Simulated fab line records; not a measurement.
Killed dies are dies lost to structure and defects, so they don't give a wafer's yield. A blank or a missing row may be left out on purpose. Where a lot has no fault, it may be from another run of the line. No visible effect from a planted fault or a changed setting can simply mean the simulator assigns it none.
A lot that was struck, set against a sound lot    flow berkeley-cmos170    43 steps out of a route of 331
Sound: these wafers, L409.2, L409.5, L409.6. Struck: wafers L429.2, L429.3, L429.6. Last of all comes the cause.
Each step with rows lists, per side, the tool, then ch with its chambers, then its first start. Under that, the readings that differ: sound wafers    struck wafers    difference of the means    sigmas: that difference in standard deviations of wafers without a fault.
alike: readings with means less than 2 such deviations apart, plus words and numbers identical on both sides. not compared: withheld readings, readings lacking a value on some wafer, bounds such as >300 that could conceal the same value, and numbers that have no deviation in the record and whose values overlap.
Wherever a step has rows on one side only, a row that says differs or no value, or a row with sigmas, the two part there. Non-overlapping numbers with no deviation appear without sigmas and do not part them. A reading missing from all wafers of one side parts the sides only when that side holds two or more wafers.

first, 3 steps without rows for these wafers: UCB170_PVT_EXPOSE_03 (exposes mask NWELL, target cd 3000 nm); UCB170_PVT_PEB_04; UCB170_PVT_DEVELOP_05 (develop time 45 s).
UCB170_PVT_OVL_MEAS_06:
  sound on overlay-01, day 6 14:40; struck on overlay-01, day 9 20:47
  alike: PVT_OVL
following that, these wafers have no rows for 1 step: UCB170_PVT_IMPLANT_07.
UCB170_PVT_STRIP_08: strips in O2.
  sound on plasma-asher-04 ch 0,1, day 6 14:51; struck on plasma-asher-01 ch 0,1, day 9 20:58
reading                       sound              struck             difference  sigmas
strip-time-to-endpoint-s (s)  21.64 21.64 21.55  21.78 21.79 21.78  +0.17       +3
  alike: drypump-motor-current-A, oes-product-au
  not compared: rf-hours-counter-h
UCB170_PVT_TW_MEAS_09:
  sound on film-metro-04, day 6 14:58; struck on film-metro-03, day 9 21:05
  alike: PVT_TW
then, 1 step without rows for these wafers: UCB170_GATE_WET_ETCH_00 (etches SiO2 in dHF, time 200 s).
UCB170_FIELD_THK_MEAS_91:
  sound on film-metro-03, day 6 15:05; struck on film-metro-04, day 9 21:12
  alike: FIELD_OXIDE_LEFT_2_THK
then, 1 step without rows for these wafers: UCB170_GATE_OXIDATION_01 (target thk 6.6 nm, ox time 1800 s).
UCB170_GATE_THK_MEAS_02:
  sound on film-metro-04, day 6 19:10; struck on film-metro-04, day 10 02:22
  alike: GATE_OXIDE_THK
then, 1 step without rows for these wafers: UCB170_GATE_ANNEAL_03 (time 1800 s).
UCB170_GATE_CVD_04: deposits poly-Si from SiH4, time 1440 s, target thk 214 nm.
  sound on lpcvd-02 ch 1, day 7 02:53; struck on lpcvd-02 ch 1, day 10 07:10
reading                                   sound              struck             difference  sigmas
model.poly-Si_of_GATE_CVD_04.thk-nm (nm)  211.4 211.3 210.6  236.7 237.7 237.3  +26.1       
  alike: zone-power-source-pct
UCB170_GATE_THK_MEAS_05:
  sound on film-metro-02, day 7 04:17; struck on film-metro-01, day 10 08:48
reading             sound              struck             difference  sigmas
GATE_POLY_THK (nm)  211.5 211.1 210.4  236.7 237.5 237.3  +26.2       +10
  not compared: hold
then, 5 steps without rows for these wafers: UCB170_GATE_COAT_07 (resist thk 900 nm); UCB170_GATE_SOFTBAKE_08 (time 60 s); UCB170_GATE_EXPOSE_09 (exposes mask POLY, target cd 350 nm); UCB170_GATE_PEB_10; UCB170_GATE_DEVELOP_11 (develop time 45 s).
UCB170_GATE_CD_MEAS_12: target cd 350 nm.
  sound on cd-sem-01, day 7 05:40; struck on cd-sem-01, day 10 18:19
  alike: cd-nm
UCB170_GATE_OVL_MEAS_13:
  sound on overlay-01, day 7 05:46; struck on overlay-01, day 10 18:25
  alike: GATE_OVL
UCB170_GATE_ETCH_14: etches BARC in N2/H2.
  sound on rie-diel-01 ch 0,3, day 7 05:47; struck on rie-diel-02 ch 0,1, day 10 18:26
  alike: drypump-motor-current-A, oes-product-au, rf-fwd-power-W, throttle-valve-pct
UCB170_GATE_ETCH_15: etches poly-Si in HBr/Cl2, stops on SiO2, time 56.3 s, target depth 278.2 nm.
  sound on rie-si-01 ch 0,3, day 7 05:50; struck on rie-si-01 ch 0,1,2, day 10 18:31
reading                           sound              struck             difference  sigmas
oes-product-au (a.u.)             0.798 0.799 0.806  0.879 0.890 0.889  +0.085      +5
model.etch.depth-nm (nm)          211.4 211.3 210.6  236.7 237.7 237.3  +26.1       
model.GATE.feature-depth-nm (nm)  211.5 211.4 210.6  236.7 237.7 237.4  +26.1       
  alike: drypump-motor-current-A, rf-fwd-power-W, throttle-valve-pct
  not compared: rf-hours-counter-h
UCB170_GATE_STRIP_16: strips in O2.
  sound on plasma-asher-03 ch 0,1, day 7 05:53; struck on plasma-asher-03 ch 0, day 10 18:34
  alike: drypump-motor-current-A, oes-product-au
  not compared: rf-hours-counter-h
UCB170_GATE_CD_MEAS_90: target cd 350 nm.
  sound on cd-sem-02, day 7 06:01; struck on cd-sem-01, day 10 18:41
  alike: cd-nm
then, 7 steps without rows for these wafers: UCB170_GATE_CLEAN_17 (cleans in SPM, time 600 s); UCB170_PLDD_HMDS_00 (prime time 60 s); UCB170_PLDD_COAT_01 (resist thk 900 nm); UCB170_PLDD_SOFTBAKE_02 (time 60 s); UCB170_PLDD_EXPOSE_03 (exposes mask PSELECT, target cd 1200 nm); UCB170_PLDD_PEB_04; UCB170_PLDD_DEVELOP_05 (develop time 45 s).
UCB170_PLDD_CD_MEAS_06: target cd 1200 nm.
  sound on cd-sem-02, day 7 07:31; struck on cd-sem-01, day 10 20:03
  alike: cd-nm
UCB170_PLDD_OVL_MEAS_07:
  sound on overlay-02, day 7 07:38; struck on overlay-02, day 10 20:10
  alike: PLDD_OVL
then, 2 steps without rows for these wafers: UCB170_PLDD_IMPLANT_08; UCB170_PLDD_IMPLANT_09.
UCB170_PLDD_STRIP_10: strips in O2.
  sound on plasma-asher-03 ch 0,1, day 7 07:58; struck on plasma-asher-03 ch 0,1, day 10 20:31
  alike: drypump-motor-current-A, oes-product-au, strip-time-to-endpoint-s
  not compared: rf-hours-counter-h
UCB170_PLDD_TW_MEAS_11:
  sound on film-metro-03, day 7 08:04; struck on film-metro-03, day 10 20:40
  alike: PLDD_TW
then, 3 steps without rows for these wafers: UCB170_PLDD_CLEAN_12 (cleans in SPM, time 600 s); UCB170_NLDD_HMDS_00 (prime time 60 s); UCB170_NLDD_COAT_01 (resist thk 900 nm).
UCB170_SILICIDE_PRE_CLEAN_00: preclean etch time 60 s.
  sound on pvd-sputter-04, day 7 21:42; struck on pvd-sputter-02, day 11 08:25
reading                                   sound              struck             difference  sigmas
model.poly-Si_of_GATE_CVD_04.thk-nm (nm)  204.5 204.4 203.7  229.7 230.9 230.4  +26.1       
UCB170_M3_PROBE_99:
  record: rows for the struck wafers here (prober-02, day 12 09:12), none for the sound ones

## WHERE THEY PART
Last at UCB170_M3_PROBE_99 as far as this record goes, first at UCB170_PVT_STRIP_08.

WHY: what had been put in by the simulator
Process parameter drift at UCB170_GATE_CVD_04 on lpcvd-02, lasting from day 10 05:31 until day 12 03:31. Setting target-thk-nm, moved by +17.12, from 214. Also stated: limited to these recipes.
